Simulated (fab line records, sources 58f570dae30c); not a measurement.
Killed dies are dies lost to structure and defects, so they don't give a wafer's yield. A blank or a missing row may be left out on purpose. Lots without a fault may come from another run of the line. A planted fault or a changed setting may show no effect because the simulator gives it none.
fab line records | flow berkeley_cmos170
record lots=14 wafers=42 last_day=13
route steps=331 shown SDANNEAL@204 NSD@207 M1@250
lots that met no fault: from a run of the same line without faults
start_h: hours from the record's first day to the start of the lot's first wafer shown | wait_h: hours since the lot's step before | " the same as in the row above | L1.1+2: a row that stands for several wafers | - no value, or no start given | * or withheld: withheld | < > ~ a bound
route shown NAME@n: a module of which the file shows steps, and the number in the route of the first | usual: mean/standard deviation of fault-free wafers | same: alike in all rows | chamber/n: place in a boat | sites: the reading at each site | _std_site: their standard deviation | _edge_site: outer sites' mean less inner sites' | radius_mm: how far each site lies from the wafer's centre | mask NAME#n: copy n | behind: the tool/chamber that last shaped the wafer | hold: why the lot was held/for how many hours/how that ended | device: the transistor (n, p or np) that didn't switch | end of line: the same wafers' tests at the end of the route | a step without rows: its recipe alone | killed: dies lost to structure and defects at the first sort, not the wafer's yield | map: a wafer's dies, x killed, . not, _ none there
set.NAME: the setting as run; set.NAME@STEP: as run at that earlier step | model.NAME: the simulator's own value behind a step, which no gauge read
steps of the route over a sample of lots; a table a step, a row a wafer
services: from which hour (start_h, from the record's first day; less than 0 if before it) a tool's chamber was out of use, for how many hours, and why
## steps
# step UCB170_SDANNEAL_RTA_00
# recipe temp_c=900 time_s=10 ambient=N2
# usual lamp_power_pct=23.91/0.11 wafer_temp_C_max=902.4/0.53
# columns lot.wafer tool chamber start_h wait_h lamp_power_pct wafer_temp_C_max
L172.3 rtp_anneal-01 0 161.42 0.0 24.02 902.2
L172.5 " 0 " " 24.02 901.9
L172.6 " 0 " " 24.03 902.0
L175.1 rtp_anneal-02 0 163.02 0.1 23.82 902.3
L175.4 " 0 " " 23.76 902.8
L175.6 " 0 " " 23.80 902.2
L176.1 rtp_anneal-02 0 166.33 0.0 23.78 902.3
L176.3 " 0 " " 23.80 902.9
L176.4 " 0 " " 23.81 902.7
L179.2 rtp_anneal-01 0 189.59 0.0 24.04 902.4
L179.3 " 0 " " 24.02 902.6
L179.5 " 0 " " 24.00 902.3
L178.2 rtp_anneal-02 0 190.36 0.0 23.79 903.1
L178.5 " 0 " " 23.80 904.0
L178.6 " 0 " " 23.80 902.8
L183.2 rtp_anneal-02 0 211.42 0.0 23.77 902.3
L183.3 " 0 " " 23.80 903.6
L183.6 " 0 " " 23.75 902.9
L185.1 rtp_anneal-01 0 222.06 0.0 24.00 901.8
L185.4 " 0 " " 24.01 902.2
L185.5 " 0 " " 23.99 903.0
L184.2 rtp_anneal-02 0 223.62 0.0 23.79 902.4
L184.4 " 0 " " 23.81 902.1
L184.5 " 0 " " 23.80 902.9
L188.4 rtp_anneal-01 0 236.62 0.0 24.02 902.6
L188.5 " 0 " " 23.99 901.9
L188.6 " 0 " " 23.99 901.7
L186.1 rtp_anneal-01 0 237.07 0.0 24.02 902.5
L186.3 " 0 " " 24.03 902.2
L186.6 " 0 " " 23.98 902.1
L190.1 rtp_anneal-01 0 246.97 0.0 24.04 902.5
L190.2 " 0 " " 24.01 902.3
L190.3 " 0 " " 24.00 901.9
L192.1 rtp_anneal-01 0 253.70 0.0 24.01 902.6
L192.2 " 0 " " 24.04 901.5
L192.3 " 0 " " 23.99 901.6
L193.1 rtp_anneal-02 0 269.08 0.0 23.82 902.5
L193.3 " 0 " " 23.77 902.6
L193.6 " 0 " " 23.81 903.6
L195.2 rtp_anneal-01 0 280.64 0.0 24.04 901.8
L195.4 " 0 " " 23.99 902.1
L195.5 " 0 " " 24.03 902.1
# step UCB170_SDANNEAL_RTA_01
# recipe temp_c=1050 time_s=5 ambient=N2
# usual lamp_power_pct=36.92/0.18 wafer_temp_C_max=1052.7/0.67
# columns lot.wafer tool chamber start_h wait_h lamp_power_pct wafer_temp_C_max
L172.3 rtp_anneal-01 0 161.48 0.1 37.06 1053.4
L172.5 " 0 " " 37.07 1052.5
L172.6 " 0 " " 37.06 1052.0
L175.1 rtp_anneal-02 0 163.09 0.1 36.67 1052.9
L175.4 " 0 " " 36.72 1052.4
L175.6 " 0 " " 36.80 1052.6
L176.1 rtp_anneal-02 0 166.40 0.1 36.74 1052.9
L176.3 " 0 " " 36.72 1053.0
L176.4 " 0 " " 36.78 1052.9
L179.2 rtp_anneal-01 0 189.66 0.1 37.13 1051.6
L179.3 " 0 " " 37.11 1052.0
L179.5 " 0 " " 37.10 1053.7
L178.2 rtp_anneal-02 0 190.42 0.1 36.81 1052.8
L178.5 " 0 " " 36.70 1052.4
L178.6 " 0 " " 36.70 1052.9
L183.2 rtp_anneal-02 0 211.55 0.1 36.75 1052.3
L183.3 " 0 " " 36.73 1052.6
L183.6 " 0 " " 36.78 1052.7
L185.1 rtp_anneal-01 0 222.12 0.1 37.09 1051.4
L185.4 " 0 " " 37.13 1051.8
L185.5 " 0 " " 37.07 1051.1
L184.2 rtp_anneal-02 0 223.69 0.1 36.71 1053.6
L184.4 " 0 " " 36.81 1053.7
L184.5 " 0 " " 36.73 1052.3
L188.4 rtp_anneal-01 0 236.68 0.1 37.09 1052.9
L188.5 " 0 " " 37.11 1053.0
L188.6 " 0 " " 37.17 1053.9
L186.1 rtp_anneal-01 0 237.14 0.1 37.08 1052.5
L186.3 " 0 " " 37.11 1052.7
L186.6 " 0 " " 37.08 1051.7
L190.1 rtp_anneal-01 0 247.04 0.1 37.06 1052.7
L190.2 " 0 " " 37.21 1051.9
L190.3 " 0 " " 37.09 1053.7
L192.1 rtp_anneal-01 0 253.76 0.1 37.10 1051.6
L192.2 " 0 " " 37.05 1053.4
L192.3 " 0 " " 37.11 1052.4
L193.1 rtp_anneal-02 0 269.14 0.1 36.71 1052.6
L193.3 " 0 " " 36.76 1053.6
L193.6 " 0 " " 36.68 1052.4
L195.2 rtp_anneal-01 0 280.70 0.1 37.10 1051.8
L195.4 " 0 " " 37.18 1052.7
L195.5 " 0 " " 37.04 1053.2
# step UCB170_SDANNEAL_RS_MEAS_03
# recipe thk_meas_gauge=four-point-probe
# usual NSD_RS=37.42/0.088
# columns lot.wafer tool chamber start_h wait_h NSD_RS[ohm/sq]
L172.3 film_metro-01 - 161.68 0.1 37.50
L172.5 " - " " 37.40
L172.6 " - " " 37.46
L175.1 film_metro-03 - 163.27 0.1 37.26
L175.4 " - " " 37.19
L175.6 " - " " 37.23
L176.1 film_metro-01 - 166.57 0.1 37.43
L176.3 " - " " 37.55
L176.4 " - " " 37.49
L179.2 film_metro-02 - 189.85 0.1 37.30
L179.3 " - " " 37.32
L179.5 " - " " 37.12
L178.2 film_metro-03 - 190.61 0.1 37.38
L178.5 " - " " 37.42
L178.6 " - " " 37.45
L183.2 film_metro-03 - 211.78 0.1 37.36
L183.3 " - " " 37.48
L183.6 " - " " 37.38
L185.1 film_metro-03 - 222.30 0.1 37.54
L185.4 " - " " 37.57
L185.5 " - " " 37.40
L184.2 film_metro-03 - 223.88 0.1 37.48
L184.4 " - " " 37.34
L184.5 " - " " 37.44
L188.4 film_metro-03 - 236.89 0.1 37.37
L188.5 " - " " 37.47
L188.6 " - " " 37.46
L186.1 film_metro-01 - 237.32 0.1 37.28
L186.3 " - " " 37.29
L186.6 " - " " 37.46
L190.1 film_metro-01 - 247.22 0.1 37.44
L190.2 " - " " 37.42
L190.3 " - " " 37.53
L192.1 film_metro-01 - 253.94 0.1 37.43
L192.2 " - " " 37.49
L192.3 " - " " 37.45
L193.1 film_metro-03 - 269.32 0.1 37.49
L193.3 " - " " 37.53
L193.6 " - " " 37.50
L195.2 film_metro-03 - 280.89 0.1 37.35
L195.4 " - " " 37.39
L195.5 " - " " 37.34
# step UCB170_M1_METAL_ETCH_12
# recipe chemistry=Cl2/BCl3 target=Al stop_on=PSG pressure_mtorr=12 target_depth_a=7800 over_etch_frac=0.3 time_s=133.5 icp_w=600 bias_w=120 Cl2_flow_sccm=90 bcl3_flow_sccm=45
# usual bias_w=120.2/0.34 drypump_motor_current_A=5.4/0.4 oes_product_au=0.860/0.018 throttle_valve_pct=24.25/0.13
# columns lot.wafer tool chamber start_h wait_h bias_w drypump_motor_current_A oes_product_au rf_hours_counter_h throttle_valve_pct
L172.3 rie_metal-04 0 168.74 - - 5.2 0.891 - 24.37
L172.5 " 1 " " - 5.4 0.863 - 24.39
L172.6 " 0 " " - 5.2 0.881 - 24.37
L175.1 rie_metal-02 0 170.80 - - 5.0 0.844 6 24.02
L175.4 " 1 " " - 5.1 0.853 - 24.19
L175.6 " 0 " " - 5.0 0.840 - 24.05
L176.1 rie_metal-02 1 174.24 - - 5.1 0.849 13 24.19
L176.3 " 0 " " - 5.0 0.835 - 24.04
L176.4 " 1 " " - 5.1 0.852 - 24.21
L179.2 rie_metal-04 1 197.06 - - 5.4 0.875 9 24.38
L179.3 " 0 " " - 5.2 0.892 - 24.36
L179.5 " 0 " " - 5.2 0.886 - 24.37
L178.2 rie_metal-01 0 197.77 - - 6.0 0.881 10 24.29
L178.5 " 0 " " - 6.0 0.865 - 24.31
L178.6 " 1 " " - 6.1 0.837 - 24.23
L183.2 rie_metal-02 0 219.81 - - 5.0 0.830 - 24.01
L183.3 " 0 " " - 5.0 0.826 - 24.03
L183.6 " 0 " " - 5.0 0.826 - 24.02
L185.1 rie_metal-02 1 231.96 - - 5.1 0.864 0 24.30
L185.4 " 1 " " - 5.2 0.866 - 24.29
L185.5 " 1 " " - 5.1 0.867 - 24.29
L184.2 rie_metal-04 0 232.24 - - 5.2 0.886 11 24.37
L184.4 " 1 " " - 5.4 0.868 - 24.36
L184.5 " 0 " " - 5.2 0.884 - 24.37
L188.4 rie_metal-04 0 244.45 - 120.8 5.1 0.873 - 24.38
L188.5 " 1 " " 120.3 5.4 0.849 - 24.40
L188.6 " 0 " " 119.8 5.2 0.878 - 24.37
L186.1 rie_metal-01 1 246.29 - - 6.1 0.854 11 24.23
L186.3 " 0 " " - 6.0 0.879 - 24.28
L186.6 " 1 " " - 6.1 0.851 - 24.23
L190.1 rie_metal-02 0 254.44 - - 5.0 0.839 9 24.03
L190.2 " 1 " " - 5.1 0.852 1 24.28
L190.3 " 1 " " - 5.2 0.857 - 24.29
L192.1 rie_metal-01 0 261.60 - - 5.9 0.875 12 24.30
L192.2 " 0 " " - 5.9 0.869 - 24.30
L192.3 " 0 " " - 5.9 0.870 - 24.30
L193.1 rie_metal-01 0 277.42 - - 6.0 0.873 12 24.30
L193.3 " 0 " " - 6.0 0.875 - 24.29
L193.6 " 0 " " - 5.9 0.864 - 24.31
L195.2 rie_metal-02 1 288.16 - - 5.2 0.868 2 24.29
L195.4 " 0 " " - 5.0 0.835 - 24.02
L195.5 " 1 " " - 5.2 0.858 - 24.29
# step UCB170_M1_CD_MEAS_90
# recipe target_cd_nm=700
# usual cd_nm=700.3/2.1
# columns lot.wafer tool chamber start_h wait_h cd_nm
L172.3 cd_sem-01 - 168.96 0.1 703.4
L172.5 " - " " 705.4
L172.6 " - " " 704.1
L175.1 cd_sem-02 - 171.03 0.1 699.8
L175.4 " - " " 700.3
L175.6 " - " " 697.7
L176.1 cd_sem-01 - 174.55 0.1 700.1
L176.3 " - " " 702.4
L176.4 " - " " 699.6
L179.2 cd_sem-02 - 197.31 0.1 700.3
L179.3 " - " " 702.0
L179.5 " - " " 701.5
L178.2 cd_sem-02 - 198.03 0.1 700.6
L178.5 " - " " 702.0
L178.6 " - " " 695.8
L183.2 cd_sem-02 - 220.15 0.1 698.5
L183.3 " - " " 699.9
L183.6 " - " " 698.4
L185.1 cd_sem-01 - 232.20 0.1 698.0
L185.4 " - " " 699.1
L185.5 " - " " 699.1
L184.2 cd_sem-02 - 232.50 0.1 706.4
L184.4 " - " " 702.4
L184.5 " - " " 706.0
L188.4 cd_sem-01 - 244.73 0.1 707.5
L188.5 " - " " 701.3
L188.6 " - " " 707.8
L186.1 cd_sem-01 - 246.53 0.1 699.9
L186.3 " - " " 701.7
L186.6 " - " " 698.7
L190.1 cd_sem-02 - 254.68 0.1 697.3
L190.2 " - " " 696.6
L190.3 " - " " 698.1
L192.1 cd_sem-02 - 261.96 0.1 700.7
L192.2 " - " " 699.4
L192.3 " - " " 703.6
L193.1 cd_sem-01 - 277.79 0.1 700.9
L193.3 " - " " 700.3
L193.6 " - " " 700.1
L195.2 cd_sem-02 - 288.42 0.1 700.8
L195.4 " - " " 699.7
L195.5 " - " " 699.5
## services
# columns tool chamber start_h hours kind
rie_metal-02 - 143.11 0.7 repair
rtp_anneal-02 - 154.33 4.0 pm
rie_metal-02 1 207.52 - clean
rie_metal-02 1 207.52 12.4 scheduled_down
rie_metal-02 1 207.52 12.4 vent_cycle
rie_metal-01 1 261.13 - clean
rie_metal-01 1 261.13 23.2 scheduled_down
rie_metal-01 1 261.13 23.2 vent_cycle
## key
first_sign step=UCB170_M1_CD_MEAS_90 reading=cd_nm direction=up sigmas=3.1 usual=700.3 struck=706.9
effect none on later readings
met_at UCB170_M1_METAL_ETCH_12
struck_lots L184,L188
struck_wafers L184.2,L184.5,L188.4,L188.6
sort_left_out L184.2,L184.5,L188.4,L188.6
not_acting_at UCB170_SDANNEAL_RTA_00,UCB170_SDANNEAL_RTA_01,UCB170_SDANNEAL_RS_MEAS_03
onset_between 197.06 232.24
fault kind=process_parameter_drift tool=rie_metal-04 chamber=0 onset_h=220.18 steps=UCB170_M1_METAL_ETCH_12 channel=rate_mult offset=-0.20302 shape=step end_h=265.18
# sort_left_out: the simulated sort isn't trusted on such a fault, so these wafers' sort isn't shown, and their yield isn't known
